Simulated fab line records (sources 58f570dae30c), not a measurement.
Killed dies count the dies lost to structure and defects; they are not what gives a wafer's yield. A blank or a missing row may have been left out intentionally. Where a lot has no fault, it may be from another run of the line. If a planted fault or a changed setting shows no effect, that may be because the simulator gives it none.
Tool commonality check ; flow berkeley-cmos170 ; 13 lots and 45 wafers in the sample

## THE REASON FOR OPENING IT
2 of 13 lots carry a flag on the reading CONTACT_PSG_THK at UCB170_CONTACT_THK_MEAS_02. Wafers without a fault read 697 nm, standard deviation 5.3.
Rule: a lot is flagged in two cases, either no wafer of it has a number, or all its wafers with numbers fall more than 4 standard deviations from that mean. The rest of the lots are taken to be sound.

lot;measured;on;CONTACT_PSG_THK (nm), wafer by wafer;flag
L999;day 9 01:33;film-metro-02;695 708 696;
L100;day 9 01:34;film-metro-01;698 693 697;
L101;day 9 01:44;film-metro-04;690 687 688;
L106;day 10 13:24;film-metro-02;684 694 691;
L108;day 10 22:35;film-metro-02;973 974 972 971 975 973;FLAGGED
L109;day 10 22:35;film-metro-04;977 978 974 976 977 974;FLAGGED
L113;day 11 12:12;film-metro-01;702 705 704;
L111;day 11 13:59;film-metro-01;694 703 703;
L115;day 11 22:25;film-metro-01;699 692 696;
L118;day 12 19:02;film-metro-01;707 704 706;
L120;day 12 19:03;film-metro-02;693 692 692;
L122;day 13 14:38;film-metro-02;700 697 698;
L121;day 13 14:41;film-metro-04;693 696 695;
On average the flagged lots' numbers are 974 nm, which is +278 nm against the usual, or +52 standard deviations.

## EACH LOT AND THE TOOL IT RAN ON
The record keeps 1 process step preceding the reading, out of 331 steps on the route. In each cell: the tool, then ch and the chambers that the sampled wafers went through, then the start.
lot;flag;UCB170_CONTACT_CVD_01
L999;;lpcvd-01 ch 0, day 8 23:46
L100;;lpcvd-01 ch 1, day 8 23:46
L101;;lpcvd-02 ch 1, day 8 23:56
L106;;lpcvd-01 ch 0, day 10 11:36
L108;FLAGGED;lpcvd-01 ch 1, day 10 19:54
L109;FLAGGED;lpcvd-01 ch 1, day 10 19:54
L113;;lpcvd-02 ch 0, day 11 10:25
L111;;lpcvd-02 ch 0, day 11 12:11
L115;;lpcvd-02 ch 0, day 11 20:37
L118;;lpcvd-02 ch 1, day 12 17:15
L120;;lpcvd-02 ch 0, day 12 17:15
L122;;lpcvd-01 ch 0, day 13 12:52
L121;;lpcvd-02 ch 0, day 13 12:55
What the steps here do:
- UCB170_CONTACT_CVD_01: deposits PSG from SiH4/O2/PH3, target thk 700 nm, time 2820 s.
- UCB170_CONTACT_THK_MEAS_02

## FLAGGED AGAINST TOTAL, ONE TOOL AT A TIME (gauges that did the reading follow at the end)
step;tool;lots run;flagged;share of the flagged lots;sound lots run after its first flagged lot
UCB170_CONTACT_CVD_01;lpcvd-01;6;2;all;1 (L122)
UCB170_CONTACT_CVD_01;lpcvd-02;7;0;none;-
UCB170_CONTACT_THK_MEAS_02;film-metro-01;5;0;none;-
UCB170_CONTACT_THK_MEAS_02;film-metro-02;5;1;some;2 (L120,L122)
UCB170_CONTACT_THK_MEAS_02;film-metro-04;3;1;some;1 (L121)

## WHAT THE TABLE ALLOWS
All flagged lots share 1 row of the table, namely lpcvd-01 at UCB170_CONTACT_CVD_01.
- lpcvd-01 at UCB170_CONTACT_CVD_01: 2 of its 6 lots flagged. Lots that were sound ran on it after the first flagged one (L122); a persistent fault on the entire tool would not allow that.
Not one row of the table ran every flagged lot while running no sound lot after the first.

## WHAT WAS PUT IN BY THE SIMULATOR
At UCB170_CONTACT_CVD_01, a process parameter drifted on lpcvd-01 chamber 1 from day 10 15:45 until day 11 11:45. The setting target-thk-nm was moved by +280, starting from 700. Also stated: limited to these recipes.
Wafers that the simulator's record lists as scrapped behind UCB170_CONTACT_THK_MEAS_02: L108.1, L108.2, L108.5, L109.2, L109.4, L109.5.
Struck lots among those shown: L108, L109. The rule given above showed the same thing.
